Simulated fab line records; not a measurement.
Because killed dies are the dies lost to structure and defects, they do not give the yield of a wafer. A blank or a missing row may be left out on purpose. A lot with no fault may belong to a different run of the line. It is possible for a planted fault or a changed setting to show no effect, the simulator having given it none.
Comparing a struck lot with a sound one | flow rit-cmos | 34 out of 202 route steps
Sound: wafers L302.2, L302.3, L302.5. The struck wafers were L303.1, L303.2, L303.4. The cause is named last.
Order at every step that has rows: each side's tool, ch and its chambers, its first start. Under that, the readings that differ: sound wafers | struck wafers | difference of the means | sigmas: that difference in standard deviations of wafers without a fault.
alike: readings whose means differ by less than 2 such deviations, and words and numbers that are the same on both sides. not compared: withheld readings, readings that some wafer has no value for, bounds like >300 that may hide the same value, and numbers for which the record gives no deviation and whose values overlap.
Wherever a step has rows on one side only, a row that says differs or no value, or a row with sigmas, the two part there. Numbers that don't overlap but have no deviation are shown without sigmas and don't part them. A reading that every wafer of one side lacks parts them only if that side has two wafers or more.

first, 2 steps without rows for these wafers: RIT_SPACER_CLEAN_02 (cleans in SC2, time 600 s); RIT_SPACER_CVD_03 (deposits Si3N4 from SiH2Cl2/NH3, target thk 250 nm, time 3300 s).
RIT_SPACER_THK_MEAS_04:
  sound on film-metro-03, day 4 03:42; struck on film-metro-04, day 4 07:20
  alike: SPACER_NITRIDE_THK
RIT_SPACER_ETCHBACK_05: etches Si3N4 in SF6/CHF3, stops on SiO2, target depth 250 nm, time 240 s.
  sound on rie-diel-03 ch 0,1,3, day 4 03:45; struck on rie-diel-03 ch 0,2,3, day 4 07:24
  alike: drypump-motor-current-A, oes-product-au, throttle-valve-pct
  not compared: rf-hours-counter-h
then, 6 steps without rows for these wafers: RIT_NSD_HMDS_00 (prime time 60 s); RIT_NSD_COAT_01 (resist thk 1000 nm); RIT_NSD_SOFTBAKE_02 (time 60 s); RIT_NSD_EXPOSE_03 (exposes mask M9, target cd 40700 nm); RIT_NSD_PEB_04; RIT_NSD_DEVELOP_05 (develop time 50 s).
RIT_NSD_OVL_MEAS_06:
  sound on overlay-02, day 4 04:46; struck on overlay-01, day 4 08:24
  alike: NSD_OVL
then, 1 step without rows for these wafers: RIT_NSD_HARDBAKE_07 (time 60 s).
RIT_NSD_IMPLANT_08:
  sound on implanter-03 ch 0, day 4 04:58; struck on implanter-03 ch 0, day 4 08:35
  reading            | sound                         | struck                        | difference | sigmas
  dose-ions-cm2      | 9.982e+14 9.973e+14 9.986e+14 | 6.984e+14 6.996e+14 6.988e+14 | -2.991e+14 | -99 or more
  faraday-current-uA | 3187 3129 3120                | 2171 2194 2173                | -966       | -16
RIT_NSD_STRIP_09: strips in O2, time 180 s.
  sound on plasma-asher-02 ch 0,1, day 4 05:05; struck on plasma-asher-03 ch 0,1, day 4 08:44
  alike: drypump-motor-current-A
  not compared: rf-hours-counter-h
RIT_NSD_TW_MEAS_10:
  sound on film-metro-03, day 4 05:16; struck on film-metro-04, day 4 08:55
  reading | sound          | struck         | difference | sigmas
  NSD_TW  | 3122 3117 3124 | 2856 2859 2866 | -261       | -19
then, 6 steps without rows for these wafers: RIT_PSD_HMDS_00 (prime time 60 s); RIT_PSD_COAT_01 (resist thk 1000 nm); RIT_PSD_SOFTBAKE_02 (time 60 s); RIT_PSD_EXPOSE_03 (exposes mask M10, target cd 40900 nm); RIT_PSD_PEB_04; RIT_PSD_DEVELOP_05 (develop time 50 s).
RIT_PSD_OVL_MEAS_06:
  sound on overlay-02, day 4 06:18; struck on overlay-01, day 4 09:57
  alike: PSD_OVL
then, 2 steps without rows for these wafers: RIT_PSD_HARDBAKE_07 (time 60 s); RIT_PSD_IMPLANT_08.
RIT_PSD_STRIP_09: strips in O2, time 180 s.
  sound on plasma-asher-01 ch 0,1, day 4 06:38; struck on plasma-asher-03 ch 0,1, day 4 10:17
  alike: drypump-motor-current-A
  not compared: rf-hours-counter-h
RIT_PSD_TW_MEAS_10:
  sound on film-metro-04, day 4 06:49; struck on film-metro-03, day 4 10:28
  alike: PSD_TW
then, 3 steps without rows for these wafers: RIT_SDANNEAL_CLEAN_00 (cleans in SC1, time 600 s); RIT_SDANNEAL_CLEAN_01 (cleans in dHF, time 30 s); RIT_SDANNEAL_CLEAN_02 (cleans in SC2, time 600 s).
RIT_SDANNEAL_RTA_03: time 5 s.
  sound on rtp-anneal-02 ch 0, day 4 07:16; struck on rtp-anneal-01 ch 0, day 4 10:55
  alike: wafer_temp_C_max
RIT_SDANNEAL_RS_MEAS_04: the measuring method here is four-point-probe.
  sound on film-metro-03, day 4 07:22; struck on film-metro-02, day 4 10:59
  alike: PSD_RS
RIT_SDANNEAL_RS_MEAS_05: the measuring method here is four-point-probe.
  sound on film-metro-03, day 4 07:29; struck on film-metro-02, day 4 11:06
  reading         | sound             | struck               | difference | sigmas
  NSD_RS (ohm/sq) | 84.08 84.53 84.09 | 112.48 112.11 112.18 | +28.02     | +99 or more
RIT_SDANNEAL_RS_MEAS_06: the measuring method here is four-point-probe.
  sound on film-metro-03, day 4 07:37; struck on film-metro-02, day 4 11:13
  alike: PLDD_RS
RIT_M1_PROBE_99:
  sound on prober-02, day 4 15:29; struck on prober-01, day 4 18:38
  reading                                   | sound                | struck               | difference | sigmas
  model.etest.nmos_0p3.r-on-ohm-um          | 2206 2179 2189       | 2299 2332 2336       | +131       |
  model.etest.nmos_0p15.r-on-ohm-um         | 1131 1123 1116       | 1248 1295 1280       | +151       |
  model.etest.nmos_0p15.drive-ua-um         | 468.2 458.6 470.7    | 436.2 427 433.5      | -33.6      |
  model.etest.contact-nplus.end-ohm-um      | 41.54 42.11 41.35    | 71.73 72.32 73.45    | +30.83     |
  model.etest.nmos_0p3.drive-ua-um          | 215.9 215.2 214.3    | 210.6 211.1 211.5    | -4.1       |
  model.etest.nmos_0p15.junction-log10-a-um | -13.34 -13.61 -13.49 | -12.97 -13.02 -13.15 | +0.43      |
  model.etest.nmos_0p15.tox-inv-nm (nm)     | 4.537 4.604 4.577    | 4.814 4.768 4.76     | +0.208     |
  alike: killed-at-front-end, killed-dies, killed-on-rim, killed-open, killed-short
  not compared: model.etest.nmos-narrow.drive-ua-um

== WHERE THEY PART ==
First at RIT_NSD_IMPLANT_08; last, within this record, at RIT_SDANNEAL_RS_MEAS_05. Later steps at which nothing parts them and some readings are alike: RIT_SDANNEAL_RS_MEAS_06, RIT_M1_PROBE_99.

WHY: what had been put in by the simulator
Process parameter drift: implanter-03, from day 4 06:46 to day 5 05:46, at RIT_NSD_IMPLANT_08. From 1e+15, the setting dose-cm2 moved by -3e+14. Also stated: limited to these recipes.
